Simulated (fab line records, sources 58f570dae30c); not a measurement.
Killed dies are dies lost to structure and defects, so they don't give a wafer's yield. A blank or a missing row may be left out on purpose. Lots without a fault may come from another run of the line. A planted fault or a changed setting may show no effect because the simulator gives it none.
Which tool did it? | flow berkeley_cmos170 | 14 lots, 42 wafers sampled, at 2 steps of a route of 331

WHAT THE GAUGES READ, wafer by wafer
UCB170_SPACER_THK_MEAS_01.
lot  | measured     | on            | SPACER_TEOS_THK (nm)
L285 | day 6 05:23  | film_metro-01 | 377 383 388
L287 | day 6 19:17  | film_metro-04 | 368 376 375
L288 | day 6 19:39  | film_metro-01 | 382 386 388
L289 | day 7 10:09  | film_metro-01 | 369 372 371
L291 | day 8 00:22  | film_metro-04 | 368 380 379
L292 | day 8 02:00  | film_metro-04 | 366 367 368
L294 | day 8 01:49  | film_metro-02 | 374 375 382
L293 | day 8 02:10  | film_metro-01 | 371 370 371
L295 | day 8 09:22  | film_metro-02 | 372 379 382
L304 | day 10 00:15 | film_metro-01 | 373 373 380
L307 | day 10 16:40 | film_metro-01 | 382 384 386
L308 | day 10 21:59 | film_metro-04 | 375 373 382

WHICH TOOL RAN EACH LOT (tool, then ch and the chambers of the sampled wafers, then the start)
lot  | UCB170_ACTIVE_OXIDATION_02
L285 | furnace-02 ch 0, day 3 20:58
L287 | furnace-02 ch 0, day 4 09:26
L288 | furnace-02 ch 0, day 4 09:26
L289 | furnace-02 ch 0, day 5 00:40
L291 | furnace-03 ch 0, day 5 10:54
L292 | furnace-03 ch 0, day 5 10:54
L294 | furnace-03 ch 0, day 5 10:54
L293 | furnace-04 ch 0, day 5 16:12
L295 | furnace-03 ch 0, day 5 21:51
L298 | furnace-02, day 6 16:43
L299 | furnace-03, day 7 03:27
L304 | furnace-04 ch 0, day 7 16:06
L307 | furnace-04 ch 0, day 8 03:09
L308 | furnace-03 ch 0, day 8 11:53
- UCB170_ACTIVE_OXIDATION_02: target thk 26.4 nm, ox time 1260 s.

WHAT THE TOOLS THEMSELVES READ (means of the sampled wafers that have a number; where no wafer has one, the mark that the record gives instead)
UCB170_ACTIVE_OXIDATION_02.
lot  | tool       | ox_temp_c (C) | ox_temp_c_max | tube_center_temp_C_max | zone_power_load_pct (%) | zone_power_source_pct (%)
L285 | furnace-02 | 999.9         | 1002.6        | 1002.4                 | 28.0                    | 28.4
L287 | furnace-02 | 999.8         | 1002.6        | 1002.4                 | 28.3                    | 28.8
L288 | furnace-02 | 1000.0        | 1003.1        | 1002.6                 | 28.0                    | 28.9
L289 | furnace-02 | 1000.5        | 1003.7        | 1002.5                 | 27.9                    | 28.6
L291 | furnace-03 | 999.8         | 1005.6        | 1002.3                 | 31.4                    | 28.8
L292 | furnace-03 | 999.5         | 1005.4        | 1002.3                 | 31.9                    | 29.1
L294 | furnace-03 | 999.8         | 1005.5        | 1002.4                 | 31.8                    | 28.8
L293 | furnace-04 | 999.8         | 1005.4        | 1002.6                 | 34.3                    | 36.1
L295 | furnace-03 | 1000.5        | 1007.2        | 1002.1                 | 31.5                    | 28.8
L298 | furnace-02 | -             | -             | -                      | -                       | -
L299 | furnace-03 | -             | -             | -                      | -                       | -
L304 | furnace-04 | 999.7         | 1006.3        | 1002.6                 | 34.4                    | 35.5
L307 | furnace-04 | 1000.3        | 1006.4        | 1002.5                 | 34.5                    | 35.2
L308 | furnace-03 | 1000.5        | 1007.2        | 1002.7                 | 31.8                    | 29.2

THE ANSWER, worked out from the rows above alone
Rule: what is usual is taken from the lots themselves. Put in order of their means at a reading, lots are off if they are a third of the lots or fewer, leave a main group of 4 or more, and stand apart from it by a gap of 3 or more times the standard deviation of the main group's means; of several such gaps the widest counts. A main group whose means are all the same, to the digits that the tables above print for the reading, isn't used. A lot without any number at a reading at which 4 lots or more have one is off too. The other lots that the step has rows for count as sound. The gauges are gone through in route order, then the tools' own readings, and for those a lot's mean is taken as printed above. The first step at which some lot is off is used, and at that step the reading that is off furthest; a lot without a number counts as furthest.
Off: L298, L299, at UCB170_ACTIVE_OXIDATION_02 (ox_temp_c). Without a number there: L298, L299. The main group: mean 1000.0 C, standard deviation 0.34.
A tool fits if, at that step or a process step before it, it ran every lot that is off, and no sound lot after the first of them. None of those tried fits.

WHAT THE SIMULATOR HAD PUT IN
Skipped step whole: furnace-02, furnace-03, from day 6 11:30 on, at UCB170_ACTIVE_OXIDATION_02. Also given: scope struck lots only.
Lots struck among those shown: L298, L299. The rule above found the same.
